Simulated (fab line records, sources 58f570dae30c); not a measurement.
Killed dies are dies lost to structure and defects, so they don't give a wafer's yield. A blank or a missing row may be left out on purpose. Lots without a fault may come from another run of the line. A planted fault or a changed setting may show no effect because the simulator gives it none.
One fault seen from 2 desks | flow berkeley_cmos170 | each desk has only its own numbers; what lay behind them comes last

THE TOOL OWNER'S DESK: pecvd-02
The tool's own readings at UCB170_V2_CVD_00 (deposits SiO2 from TEOS/O2, target thk 2000 nm, time 250 s): means of the sampled wafers that have a number, for each lot that ran on this tool. A lot is out of limits, marked OUT, if its mean lies more than 4 standard deviations from the usual mean; the brackets give that distance.
Columns: A = heater_power_w at UCB170_V2_CVD_00, usual 257 W
lot  | first seen here | A
L426 | day 7 14:26     | 219
L429 | day 8 14:37     | 243
L431 | day 8 15:22     | 218
L435 | day 10 06:32    | 211
L438 | day 10 07:25    | 279
This desk's finding: nothing out of limits on any of the 5 lots.

THE METROLOGY DESK
What the gauges read, lot by lot, whatever tool the lot ran on: means of the sampled wafers that have a number. A lot is out of limits, marked OUT, if its mean lies more than 4 standard deviations from the usual mean; the brackets give that distance.
Columns: A = cd_nm at UCB170_CONTACT_CD_MEAS_90, usual 699.9 nm; B = V2_TEOS_THK at UCB170_V2_THK_MEAS_01, usual 1996 nm; C = V2_OVL at UCB170_V2_OVL_MEAS_13, usual 4 nm
lot  | first seen here | A     | B             | C
L428 | day 6 23:40     | 697.5 | 1988          | 2
L427 | day 7 00:14     | 699.3 | 1990          | 9
L426 | day 7 00:31     | 701.8 | 2005          | 4
L429 | day 8 02:45     | 696.6 | 2004          | 1
L430 | day 8 03:02     | 699.4 | 2012          | -6
L431 | day 8 03:32     | 699.5 | 1997          | 9
L435 | day 9 15:55     | 699.3 | 960 (-41) OUT | 2
L438 | day 9 17:01     | 699.6 | 983 (-41) OUT | -4
L439 | day 9 21:35     | 700.1 | 2010          | 5
L443 | day 10 15:23    | 700.3 | 1962          | 2
L441 | day 10 20:16    | 700.2 | 1989          | 7
L446 | day 11 11:20    | 700.0 | 2011          | 5
L445 | day 11 11:27    | 701.3 | 1986          | 5
L449 | day 11 11:40    | 699.0 | 1965          | 4
This desk's finding: out of limits on L435, L438; first on L435, day 10 06:41 (V2_TEOS_THK at UCB170_V2_THK_MEAS_01). In limits: L428, L427, L426, L429, L430, L431, L439, L443, L441, L446, L445, L449.

PUT TOGETHER
The metrology desk could have raised an alarm at day 10 06:41, on L435, L438.
The tool owner's desk saw nothing out of limits.
The tool owner's desk has L435, L438 on record, within its limits.
Of the lots named, all ran UCB170_V2_CVD_00 on pecvd-02.

WHAT THE SIMULATOR HAD PUT IN
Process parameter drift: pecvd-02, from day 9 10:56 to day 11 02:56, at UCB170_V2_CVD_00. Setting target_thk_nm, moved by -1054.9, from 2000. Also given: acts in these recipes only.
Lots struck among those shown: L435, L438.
Hours from the fault's start to each desk's first reading out of limits: the metrology desk, 20.
